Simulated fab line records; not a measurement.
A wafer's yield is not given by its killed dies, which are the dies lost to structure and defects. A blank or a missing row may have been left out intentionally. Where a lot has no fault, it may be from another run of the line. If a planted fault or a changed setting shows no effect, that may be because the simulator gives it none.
fab line records	flow berkeley_cmos170	part 1 of 2: steps 1 to 29 of 38
record: lots: 5	wafers: 15	last_day: 13
route steps=331 shown BACKSIDE@202 SDANNEAL@204 PSD@206 NSD@207 PLDD@208 NLDD@209 SILICIDE@210 CONTACT@216 M1@238
lots with no fault: from the same line, run without faults
start_h: start of the lot's first displayed wafer, in hours after the record's first day	wait_h: hours from the lot's prior step to this one	" the same as in the row above	L1.1+2: a single row standing in for several wafers	- value missing, or start not given	* or withheld: withheld	< > ~ a bound
route shown NAME@n: names a module that has steps shown in the file, with the first one's number in the route	usual: mean/standard deviation of fault-free wafers	same: alike in all rows	chamber/n: place in a boat	sites: readings site by site	_std_site: standard deviation across them	_edge_site: inner sites' mean taken away from outer sites' mean	radius_mm: for every site, how far away it sits from the centre of the wafer	mask NAME#n: copy n	behind: the most recent tool/chamber to have shaped the wafer	hold: the reason the lot was held/the length of the hold in hours/how it ended	device: whichever transistor did not switch (one of n, p or np)	end of line: at the end of the route, the tests of the same wafers	a step given without rows: its recipe and nothing more	killed: dies that structure and defects cost at the first sort, which is not the same as the wafer's yield	map: shows each die of a wafer: x if killed, . if not, _ if none is there
set.NAME: setting as actually run; set.NAME@STEP: the setting as run at that earlier step	model.NAME: the simulator's own value behind a step, which no gauge read
lots seen at some steps along the route; tables by step, rows by wafer
services: when a tool's chamber went out of use (start_h, in hours from the record's first day, below 0 if earlier), for how many hours, and the reason
== steps ==
step: UCB170_BACKSIDE_STRIP_03
recipe: chemistry: O2	power_w: 400	pressure_mtorr: 3500	platen_temp_c: withheld	o2_flow_sccm: 400	overash_fraction: 0.5
usual: drypump_motor_current_A: 5.6/0.43	oes_product_au: 0.734/0.0042	strip_time_to_endpoint_s: 21.99/0.053
lot.wafer	tool	chamber	start_h	wait_h	drypump_motor_current_A	oes_product_au	rf_hours_counter_h	strip_time_to_endpoint_s
L075.1	plasma_asher-02	0	172.73	0.1	5.6	0.737	45	21.97
L075.4	"	1	"	"	5.9	0.741	-	22.04
L075.6	"	1	"	"	6.0	0.734	-	21.99
L079.2	plasma_asher-03	1	198.38	0.1	5.9	0.738	44	21.97
L079.5	"	0	"	"	6.3	0.740	-	21.89
L079.6	"	1	"	"	5.9	0.733	-	21.98
L084.3	plasma_asher-03	1	229.46	0.1	5.9	0.733	-	21.98
L084.4	"	0	"	"	6.3	0.730	-	22.03
L084.6	"	0	"	"	6.3	0.731	-	22.02
L087.3	plasma_asher-02	1	254.51	0.1	5.9	0.728	-	22.05
L087.5	"	0	"	"	5.5	0.739	-	22.04
L087.6	"	1	"	"	6.0	0.736	-	22.07
L093.1	plasma_asher-02	1	286.05	0.1	5.9	0.736	59	21.99
L093.5	"	1	"	"	5.9	0.730	-	21.98
L093.6	"	0	"	"	5.5	0.731	-	21.97
step: UCB170_BACKSIDE_CLEAN_04
recipe: chemistry: SPM	temp_c: 120	time_s: 600
lot.wafer	tool	chamber	start_h	wait_h
L075.1+4+6	wet_bench-03	1	172.83	0.1
L079.2+5+6	wet_bench-03	2	198.48	0.1
L084.3+4+6	wet_bench-03	0	229.68	0.2
L087.3+5+6	wet_bench-01	2	254.57	0.0
L093.1+5+6	wet_bench-01	1	286.15	0.1
step: UCB170_SDANNEAL_RTA_00
recipe: temp_c: 900	time_s: 10	ambient: N2
usual: lamp_power_pct: 22.8/1.2	wafer_temp_C_max: 902.9/0.75
lot.wafer	tool	chamber	start_h	wait_h	lamp_power_pct	wafer_temp_C_max
L075.1	rtp_anneal-01	0	173.01	0.0	21.7	902.0
L075.4	"	0	"	"	21.7	902.5
L075.6	"	0	"	"	21.7	903.1
L079.2	rtp_anneal-02	0	198.67	0.0	24.1	904.2
L079.5	"	0	"	"	24.2	902.7
L079.6	"	0	"	"	24.1	904.0
L084.3	rtp_anneal-01	0	229.92	0.0	21.7	903.9
L084.4	"	0	"	"	21.7	903.2
L084.6	"	0	"	"	21.7	903.3
L087.3	rtp_anneal-01	0	254.77	0.0	21.7	902.0
L087.5	"	0	"	"	21.7	902.7
L087.6	"	0	"	"	21.7	903.1
L093.1	rtp_anneal-02	0	286.33	0.0	24.1	904.6
L093.5	"	0	"	"	24.1	904.8
L093.6	"	0	"	"	24.2	902.7
step: UCB170_SDANNEAL_RTA_01
recipe: temp_c: 1050	time_s: 5	ambient: N2
usual: lamp_power_pct: 35.2/1.9	wafer_temp_C_max: 1053.5/0.78
lot.wafer	tool	chamber	start_h	wait_h	lamp_power_pct	wafer_temp_C_max
L075.1	rtp_anneal-01	0	173.07	0.1	33.5	1053.1
L075.4	"	0	"	"	33.5	1053.6
L075.6	"	0	"	"	33.5	1053.2
L079.2	rtp_anneal-02	0	198.73	0.1	37.2	1054.6
L079.5	"	0	"	"	37.2	1053.6
L079.6	"	0	"	"	37.2	1052.7
L084.3	rtp_anneal-01	0	230.05	0.1	33.5	1052.1
L084.4	"	0	"	"	33.5	1053.8
L084.6	"	0	"	"	33.5	1052.8
L087.3	rtp_anneal-01	0	254.84	0.1	33.5	1052.9
L087.5	"	0	"	"	33.5	1053.3
L087.6	"	0	"	"	33.5	1052.0
L093.1	rtp_anneal-02	0	286.46	0.1	37.2	1054.2
L093.5	"	0	"	"	37.2	1053.4
L093.6	"	0	"	"	37.2	1053.3
step: UCB170_SDANNEAL_RS_MEAS_02
recipe: thk_meas_gauge: four-point-probe
usual: PSD_RS: 75.5/0.39
lot.wafer	tool	chamber	start_h	wait_h	PSD_RS[ohm/sq]
L075.1	film_metro-01	-	173.13	0.0	75.6
L075.4	"	-	"	"	75.5
L075.6	"	-	"	"	75.9
L079.2	film_metro-04	-	198.80	0.1	74.8
L079.5	"	-	"	"	74.8
L079.6	"	-	"	"	74.8
L084.3	film_metro-01	-	230.26	0.2	75.5
L084.4	"	-	"	"	75.7
L084.6	"	-	"	"	75.6
L087.3	film_metro-01	-	254.91	0.1	75.6
L087.5	"	-	"	"	75.6
L087.6	"	-	"	"	75.5
L093.1	film_metro-01	-	286.58	0.1	76.2
L093.5	"	-	"	"	76.1
L093.6	"	-	"	"	76.0
step: UCB170_SDANNEAL_RS_MEAS_03
recipe: thk_meas_gauge: four-point-probe
usual: NSD_RS: 37.62/0.092
lot.wafer	tool	chamber	start_h	wait_h	NSD_RS[ohm/sq]
L075.1	film_metro-01	-	173.25	0.1	37.74
L075.4	"	-	"	"	37.68
L075.6	"	-	"	"	37.50
L079.2	film_metro-04	-	198.92	0.1	37.66
L079.5	"	-	"	"	37.51
L079.6	"	-	"	"	37.69
L084.3	film_metro-01	-	230.38	0.1	37.53
L084.4	"	-	"	"	37.57
L084.6	"	-	"	"	37.59
L087.3	film_metro-01	-	255.03	0.1	37.76
L087.5	"	-	"	"	37.74
L087.6	"	-	"	"	37.70
L093.1	film_metro-01	-	286.70	0.1	37.84
L093.5	"	-	"	"	37.85
L093.6	"	-	"	"	37.73
step: UCB170_SDANNEAL_RS_MEAS_04
recipe: thk_meas_gauge: four-point-probe
usual: PLDD_RS: 1031.6/2.7
lot.wafer	tool	chamber	start_h	wait_h	PLDD_RS[ohm/sq]
L075.1	film_metro-01	-	173.37	0.1	1033.5
L075.4	"	-	"	"	1036.0
L075.6	"	-	"	"	1032.6
L079.2	film_metro-04	-	199.04	0.1	1029.9
L079.5	"	-	"	"	1031.6
L079.6	"	-	"	"	1030.3
L084.3	film_metro-01	-	230.50	0.1	1030.1
L084.4	"	-	"	"	1031.3
L084.6	"	-	"	"	1033.0
L087.3	film_metro-01	-	255.15	0.1	1029.7
L087.5	"	-	"	"	1031.5
L087.6	"	-	"	"	1035.4
L093.1	film_metro-01	-	286.82	0.1	1033.6
L093.5	"	-	"	"	1034.7
L093.6	"	-	"	"	1033.6
step: UCB170_SDANNEAL_RS_MEAS_05
recipe: thk_meas_gauge: four-point-probe
usual: NLDD_RS: 616.1/1.5
lot.wafer	tool	chamber	start_h	wait_h	NLDD_RS[ohm/sq]
L075.1	film_metro-01	-	173.49	0.1	617.3
L075.4	"	-	"	"	617.7
L075.6	"	-	"	"	617.3
L079.2	film_metro-04	-	199.16	0.1	616.1
L079.5	"	-	"	"	616.9
L079.6	"	-	"	"	616.0
L084.3	film_metro-01	-	230.62	0.1	616.9
L084.4	"	-	"	"	616.6
L084.6	"	-	"	"	617.0
L087.3	film_metro-01	-	255.27	0.1	615.1
L087.5	"	-	"	"	615.6
L087.6	"	-	"	"	617.6
L093.1	film_metro-01	-	286.94	0.1	616.9
L093.5	"	-	"	"	617.5
L093.6	"	-	"	"	615.9
step: UCB170_SILICIDE_PRE_CLEAN_00
recipe: gas: Ar	preclean_etch_time_s: 60
lot.wafer	tool	chamber	start_h	wait_h
L075.1+4+6	pvd_sputter-03	-	173.61	0.1
L079.2+5+6	pvd_sputter-02	-	199.26	0.1
L084.3+4+6	pvd_sputter-02	-	230.70	0.1
L087.3+5+6	pvd_sputter-01	-	255.35	0.1
L093.1+5+6	pvd_sputter-03	-	287.06	0.1
step: UCB170_SILICIDE_SPUTTER_01
recipe: material: Ti	target_thk_nm: 30	time_s: 25	power_w: 1500	chamber_pressure_pa: 0.5
usual: throttle_valve_pct: 30.1/0.91
lot.wafer	tool	chamber	start_h	wait_h	throttle_valve_pct
L075.1	pvd_sputter-03	-	173.68	0.0	28.6
L075.4	"	-	"	"	30.4
L075.6	"	-	"	"	30.5
L079.2	pvd_sputter-02	-	199.33	0.0	29.0
L079.5	"	-	"	"	30.9
L079.6	"	-	"	"	29.2
L084.3	pvd_sputter-02	-	230.77	0.0	29.1
L084.4	"	-	"	"	29.9
L084.6	"	-	"	"	31.4
L087.3	pvd_sputter-01	-	255.42	0.0	29.9
L087.5	"	-	"	"	31.1
L087.6	"	-	"	"	29.9
L093.1	pvd_sputter-03	-	287.12	0.0	29.0
L093.5	"	-	"	"	29.3
L093.6	"	-	"	"	28.9
step: UCB170_SILICIDE_RS_MEAS_02
recipe: thk_meas_gauge: four-point-probe	reads: Ti_of_SILICIDE_SPUTTER_01
usual: SILICIDE_TI_RS: 25.9/0.34
lot.wafer	tool	chamber	start_h	wait_h	SILICIDE_TI_RS[ohm/sq]
L075.1	film_metro-03	-	173.71	0.0	26.3
L075.4	"	-	"	"	25.7
L075.6	"	-	"	"	26.0
L079.2	film_metro-02	-	199.38	0.0	25.2
L079.5	"	-	"	"	25.7
L079.6	"	-	"	"	25.6
L084.3	film_metro-02	-	230.84	0.1	26.5
L084.4	"	-	"	"	25.7
L084.6	"	-	"	"	26.2
L087.3	film_metro-02	-	255.49	0.1	25.9
L087.5	"	-	"	"	25.9
L087.6	"	-	"	"	25.8
L093.1	film_metro-02	-	287.15	0.0	25.8
L093.5	"	-	"	"	25.5
L093.6	"	-	"	"	26.1
step: UCB170_SILICIDE_THK_MEAS_03
recipe: thk_meas_gauge: xrf	reads: Ti_of_SILICIDE_SPUTTER_01
usual: SILICIDE_TI_THK: 30.0/0.35
lot.wafer	tool	chamber	start_h	wait_h	SILICIDE_TI_THK[nm]
L075.1	film_metro-03	-	173.83	0.1	29.6
L075.4	"	-	"	"	30.3
L075.6	"	-	"	"	30.1
L079.2	film_metro-02	-	199.49	0.1	30.9
L079.5	"	-	"	"	30.2
L079.6	"	-	"	"	30.3
L084.3	film_metro-02	-	230.94	0.1	29.5
L084.4	"	-	"	"	30.2
L084.6	"	-	"	"	29.9
L087.3	film_metro-02	-	255.59	0.1	29.9
L087.5	"	-	"	"	30.0
L087.6	"	-	"	"	30.0
L093.1	film_metro-02	-	287.27	0.1	30.1
L093.5	"	-	"	"	30.3
L093.6	"	-	"	"	29.8
step: UCB170_SILICIDE_RTA_04
recipe: temp_c: 650	time_s: 15.51	ambient: N2
usual: lamp_power_pct: 9.8/0.52	wafer_temp_C_max: 652.2/0.6
lot.wafer	tool	chamber	start_h	wait_h	lamp_power_pct	wafer_temp_C_max
L075.1	rtp_anneal-02	0	173.89	0.1	10.3	652.8
L075.4	"	0	"	"	10.3	651.4
L075.6	"	0	"	"	10.3	652.1
L079.2	rtp_anneal-02	0	199.55	0.1	10.3	652.2
L079.5	"	0	"	"	10.3	652.1
L079.6	"	0	"	"	10.3	651.9
L084.3	rtp_anneal-02	0	231.00	0.1	10.3	652.6
L084.4	"	0	"	"	10.3	652.7
L084.6	"	0	"	"	10.3	652.2
L087.3	rtp_anneal-01	0	255.66	0.1	9.3	651.8
L087.5	"	0	"	"	9.3	652.2
L087.6	"	0	"	"	9.3	652.0
L093.1	rtp_anneal-02	0	287.33	0.1	10.3	652.2
L093.5	"	0	"	"	10.3	653.0
L093.6	"	0	"	"	10.3	651.6
step: UCB170_SILICIDE_WET_ETCH_05
recipe: chemistry: SPM	time_s: 45	temp_c: 120	target: Ti
lot.wafer	tool	chamber	start_h	wait_h
L075.1+4+6	wet_bench-03	2	173.96	0.1
L079.2+5+6	wet_bench-03	2	199.61	0.1
L084.3+4+6	wet_bench-03	1	231.05	0.0
L087.3+5+6	wet_bench-04	1	255.71	0.0
L093.1+5+6	wet_bench-03	3	287.48	0.1
step: UCB170_CONTACT_CLEAN_00
recipe: chemistry: SPM	temp_c: 120	time_s: 600
lot.wafer	tool	chamber	start_h	wait_h
L075.1+4+6	wet_bench-03	0	173.98	0.0
L079.2+5+6	wet_bench-01	2	199.63	0.0
L084.3+4+6	wet_bench-04	0	231.08	0.0
L087.3+5+6	wet_bench-01	2	255.73	0.0
L093.1+5+6	wet_bench-03	3	287.53	0.0
step: UCB170_CONTACT_CVD_01
recipe: material: PSG	target_thk_nm: 700	temp_c: 450	precursor: SiH4/O2/PH3	time_s: 2820	pressure_mtorr: 300	sih4_flow_sccm: 60	o2_flow_sccm: 90	ph3_flow_sccm: 25
usual: susceptor_temp_C: 449.98/0.25	zone_power_centre_pct: 18.9/0.58
lot.wafer	tool	chamber	start_h	wait_h	susceptor_temp_C	zone_power_centre_pct
L075.1	lpcvd-02	0	175.42	1.3	450.26	18.4
L075.4	"	0	"	"	450.18	18.5
L075.6	"	0	"	"	450.02	18.7
L079.2	lpcvd-01	0	199.81	0.0	449.85	18.8
L079.5	"	0	"	"	449.75	18.9
L079.6	"	0	"	"	449.89	18.9
L084.3	lpcvd-01	0	232.66	1.4	450.42	19.2
L084.4	"	0	"	"	450.25	18.8
L084.6	"	0	"	"	450.44	19.0
L087.3	lpcvd-01	0	255.90	0.0	450.38	18.9
L087.5	"	0	"	"	450.03	19.2
L087.6	"	0	"	"	449.56	19.0
L093.1	lpcvd-01	0	287.72	0.0	449.60	19.4
L093.5	"	0	"	"	449.37	19.1
L093.6	"	0	"	"	450.05	18.9
step: UCB170_CONTACT_THK_MEAS_02
recipe: reads: PSG_of_CONTACT_CVD_01
usual: CONTACT_PSG_THK: 699/5.9
lot.wafer	tool	chamber	start_h	wait_h	CONTACT_PSG_THK[nm]
L075.1	film_metro-03	-	177.21	0.0	702
L075.4	"	-	"	"	699
L075.6	"	-	"	"	705
L079.2	film_metro-01	-	201.60	0.0	699
L079.5	"	-	"	"	706
L079.6	"	-	"	"	705
L084.3	film_metro-01	-	234.46	0.0	687
L084.4	"	-	"	"	686
L084.6	"	-	"	"	688
L087.3	film_metro-03	-	257.71	0.0	700
L087.5	"	-	"	"	699
L087.6	"	-	"	"	701
L093.1	film_metro-03	-	289.50	0.0	696
L093.5	"	-	"	"	700
L093.6	"	-	"	"	705
step: UCB170_CONTACT_HMDS_03
recipe: prime_time_s: 60	prime_temp_c: 100
lot.wafer	tool	chamber	start_h	wait_h
L075.1+4+6	litho_track-04	0	177.27	0.1
L079.2+5+6	litho_track-04	0	201.68	0.1
L084.3+4+6	litho_track-01	0	234.55	0.1
L087.3+5+6	litho_track-01	0	257.80	0.1
L093.1+5+6	litho_track-01	0	289.56	0.1
step: UCB170_CONTACT_COAT_04
recipe: resist: KrF	spin_rpm: 1500	resist_thk_nm: 900
lot.wafer	tool	chamber	start_h	wait_h
L075.1+4+6	litho_track-04	0	177.42	0.1
L079.2+5+6	litho_track-04	0	201.83	0.1
L084.3+4+6	litho_track-01	0	234.70	0.1
L087.3+5+6	litho_track-01	0	257.95	0.1
L093.1+5+6	litho_track-01	0	289.71	0.1
step: UCB170_CONTACT_SOFTBAKE_05
recipe: resist: KrF	temp_c: 130	time_s: 60
lot.wafer	tool	chamber	start_h	wait_h
L075.1+4+6	litho_track-04	0	177.57	0.1
L079.2+5+6	litho_track-04	0	201.98	0.1
L084.3+4+6	litho_track-01	0	234.85	0.1
L087.3+5+6	litho_track-01	0	258.10	0.1
L093.1+5+6	litho_track-01	0	289.86	0.1
step: UCB170_CONTACT_STRIP_06
recipe: chemistry: O2	power_w: 400	pressure_mtorr: 3500	platen_temp_c: withheld	o2_flow_sccm: 400	overash_fraction: 0.5
usual: drypump_motor_current_A: 6.01/0.27	oes_product_au: 0.735/0.0046	strip_time_to_endpoint_s: 21.98/0.056
lot.wafer	tool	chamber	start_h	wait_h	drypump_motor_current_A	oes_product_au	rf_hours_counter_h	strip_time_to_endpoint_s
L075.1	plasma_asher-01	0	177.72	0.1	6.32	0.738	7	21.99
L075.4	"	1	"	"	6.01	0.746	-	21.97
L075.6	"	1	"	"	5.99	0.734	-	21.99
L079.2	plasma_asher-01	1	202.10	0.1	6.00	0.730	10	22.10
L079.5	"	0	"	"	6.34	0.737	-	21.98
L079.6	"	1	"	"	5.99	0.738	-	22.01
L084.3	plasma_asher-02	1	234.99	0.1	5.90	0.750	-	22.01
L084.4	"	0	"	"	5.54	0.738	-	22.05
L084.6	"	1	"	"	5.93	0.734	-	22.00
L087.3	plasma_asher-03	0	258.23	0.1	6.32	0.747	-	22.00
L087.5	"	0	"	"	6.31	0.729	-	21.99
L087.6	"	1	"	"	5.87	0.734	-	22.04
L093.1	plasma_asher-03	1	290.01	0.1	5.84	0.738	54	22.00
L093.5	"	1	"	"	5.87	0.732	-	21.98
L093.6	"	0	"	"	6.33	0.734	-	21.95
step: UCB170_CONTACT_CLEAN_07
recipe: chemistry: SPM	temp_c: 120	time_s: 600
lot.wafer	tool	chamber	start_h	wait_h
L075.1+4+6	wet_bench-03	2	177.82	0.1
L079.2+5+6	wet_bench-03	1	202.29	0.2
L084.3+4+6	wet_bench-03	1	235.07	0.0
L087.3+5+6	wet_bench-01	3	258.37	0.1
L093.1+5+6	wet_bench-03	1	290.11	0.1
step: UCB170_CONTACT_RTA_08
recipe: temp_c: 900	time_s: 10	ambient: N2
usual: lamp_power_pct: 22.9/1.2	wafer_temp_C_max: 903.0/0.75
lot.wafer	tool	chamber	start_h	wait_h	lamp_power_pct	wafer_temp_C_max
L075.1	rtp_anneal-01	0	177.99	0.0	21.7	903.9
L075.4	"	0	"	"	21.7	903.0
L075.6	"	0	"	"	21.7	902.4
L079.2	rtp_anneal-02	0	202.48	0.0	24.1	902.8
L079.5	"	0	"	"	24.1	903.9
L079.6	"	0	"	"	24.1	902.9
L084.3	rtp_anneal-01	0	235.32	0.0	21.7	902.5
L084.4	"	0	"	"	21.7	903.9
L084.6	"	0	"	"	21.7	901.8
L087.3	rtp_anneal-01	0	258.57	0.0	21.7	901.9
L087.5	"	0	"	"	21.7	902.4
L087.6	"	0	"	"	21.7	902.6
L093.1	rtp_anneal-02	0	290.31	0.0	24.1	903.2
L093.5	"	0	"	"	24.1	903.7
L093.6	"	0	"	"	24.1	902.4
step: UCB170_CONTACT_COAT_09
recipe: resist: BARC	temp_c: withheld	time_s: withheld	spin_rpm: 3000	resist_thk_nm: withheld
lot.wafer	tool	chamber	start_h	wait_h
L075.1+4+6	litho_track-01	0	178.06	0.1
L079.2+5+6	litho_track-04	0	202.56	0.1
L084.3+4+6	litho_track-01	0	235.84	0.5
L087.3+5+6	litho_track-03	0	258.87	0.3
L093.1+5+6	litho_track-04	0	290.44	0.1
step: UCB170_CONTACT_COAT_10
recipe: resist: KrF	spin_rpm: 1500	resist_thk_nm: 900
lot.wafer	tool	chamber	start_h	wait_h
L075.1+4+6	litho_track-01	0	-	-
L079.2+5+6	litho_track-04	0	-	-
L084.3+4+6	litho_track-01	0	-	-
L087.3+5+6	litho_track-03	0	-	-
L093.1+5+6	litho_track-04	0	-	-
step: UCB170_CONTACT_SOFTBAKE_11
recipe: resist: KrF	temp_c: 130	time_s: 60
lot.wafer	tool	chamber	start_h	wait_h
L075.1+4+6	litho_track-01	0	-	-
L079.2+5+6	litho_track-04	0	-	-
L084.3+4+6	litho_track-01	0	-	-
L087.3+5+6	litho_track-03	0	-	-
L093.1+5+6	litho_track-04	0	-	-
step: UCB170_CONTACT_EXPOSE_12
recipe: mask_id: CONT	target_cd_nm: 700	na: 0.5	sigma_outer: 0.6	source_shape: conventional	dose_mj: 35
usual: reticle_temp_C: 23.00/0.1
lot.wafer	tool	chamber	start_h	wait_h	mask	reticle_temp_C
L075.1	krf_scanner-01	0	178.63	-	CONT#0	23.03
L075.4	"	0	"	"	CONT#0	23.11
L075.6	"	0	"	"	CONT#0	23.03
L079.2	krf_scanner-01	0	203.00	-	CONT#0	23.11
L079.5	"	0	"	"	CONT#0	23.05
L079.6	"	0	"	"	CONT#0	22.89
L084.3	krf_scanner-02	0	236.54	-	CONT#0	22.97
L084.4	"	0	"	"	CONT#0	23.00
L084.6	"	0	"	"	CONT#0	22.80
L087.3	krf_scanner-02	0	259.31	-	CONT#0	22.78
L087.5	"	0	"	"	CONT#0	22.99
L087.6	"	0	"	"	CONT#0	22.85
L093.1	krf_scanner-02	0	290.89	-	CONT#0	23.13
L093.5	"	0	"	"	CONT#0	22.99
L093.6	"	0	"	"	CONT#0	22.97
step: UCB170_CONTACT_PEB_13
recipe: peb_temp_c: 130	peb_time_s: withheld	resist: KrF
usual: plate_sensor_t_centre_C: 131.41/0.01	plate_sensor_t_edge_C: 131.53/0.01
lot.wafer	tool	chamber	start_h	wait_h	plate_sensor_t_centre_C	plate_sensor_t_edge_C
L075.1	litho_track-03	0	178.75	0.1	131.42	131.54
L075.4	"	0	"	"	131.41	131.54
L075.6	"	0	"	"	131.4	131.54
L079.2	litho_track-03	0	203.12	0.1	131.4	131.54
L079.5	"	0	"	"	131.41	131.54
L079.6	"	0	"	"	131.41	131.54
L084.3	litho_track-01	0	236.67	0.1	131.4	131.53
L084.4	"	0	"	"	131.41	131.54
L084.6	"	0	"	"	131.4	131.54
L087.3	litho_track-04	0	259.44	0.1	131.41	131.55
L087.5	"	0	"	"	131.41	131.53
L087.6	"	0	"	"	131.42	131.53
L093.1	litho_track-03	0	291.01	0.1	131.41	131.53
L093.5	"	0	"	"	131.43	131.51
L093.6	"	0	"	"	131.4	131.52
step: UCB170_CONTACT_DEVELOP_14
recipe: developer: TMAH	develop_time_s: 45	resist: KrF	dev_temp_c: 21
same: develop_time_s: 45
lot.wafer	tool	chamber	start_h	wait_h
L075.1+4+6	litho_track-03	0	-	-
L079.2+5+6	litho_track-03	0	-	-
L084.3+4+6	litho_track-01	0	-	-
L087.3+5+6	litho_track-04	0	-	-
L093.1+5+6	litho_track-03	0	-	-
